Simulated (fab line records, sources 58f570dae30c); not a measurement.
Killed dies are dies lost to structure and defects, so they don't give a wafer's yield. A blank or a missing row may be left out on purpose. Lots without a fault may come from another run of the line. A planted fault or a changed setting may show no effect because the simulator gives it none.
Which tool did it? | flow berkeley_cmos170 | 7 lots, 21 wafers sampled, at 1 step of a route of 331

WHAT THE GAUGES READ, wafer by wafer
UCB170_PWELL_THK_MEAS_06.
lot  | measured    | on            | PWELL_NITRIDE_THK (nm)
L164 | day 3 05:16 | film_metro-01 | 223.7 225.5 223.8
L167 | day 4 04:47 | film_metro-04 | 217.4 217.8 219.3
L170 | day 4 17:41 | film_metro-04 | 221.9 222.6 218.9
L173 | day 5 08:05 | film_metro-01 | 220.4 219.7 218.5
L179 | day 6 09:21 | film_metro-02 | 221.7 221.1 220.6
L184 | day 7 09:09 | film_metro-01 | 225.2 224.3 223.7
L186 | day 7 15:40 | film_metro-02 | 221.4 220.9 224.1

WHICH TOOL RAN EACH LOT (tool, then ch and the chambers of the sampled wafers, then the start)
The record holds no process step before these readings.

THE ANSWER, worked out from the rows above alone
Rule: what is usual is taken from the lots themselves. Put in order of their means at a reading, lots are off if they are a third of the lots or fewer, leave a main group of 4 or more, and stand apart from it by a gap of 3 or more times the standard deviation of the main group's means; of several such gaps the widest counts. A main group whose means are all the same, to the digits that the tables above print for the reading, isn't used. A lot without any number at a reading at which 4 lots or more have one is off too. The other lots that the step has rows for count as sound.
No lot is off at any reading shown: from this, nothing can be told.

WHAT THE SIMULATOR HAD PUT IN
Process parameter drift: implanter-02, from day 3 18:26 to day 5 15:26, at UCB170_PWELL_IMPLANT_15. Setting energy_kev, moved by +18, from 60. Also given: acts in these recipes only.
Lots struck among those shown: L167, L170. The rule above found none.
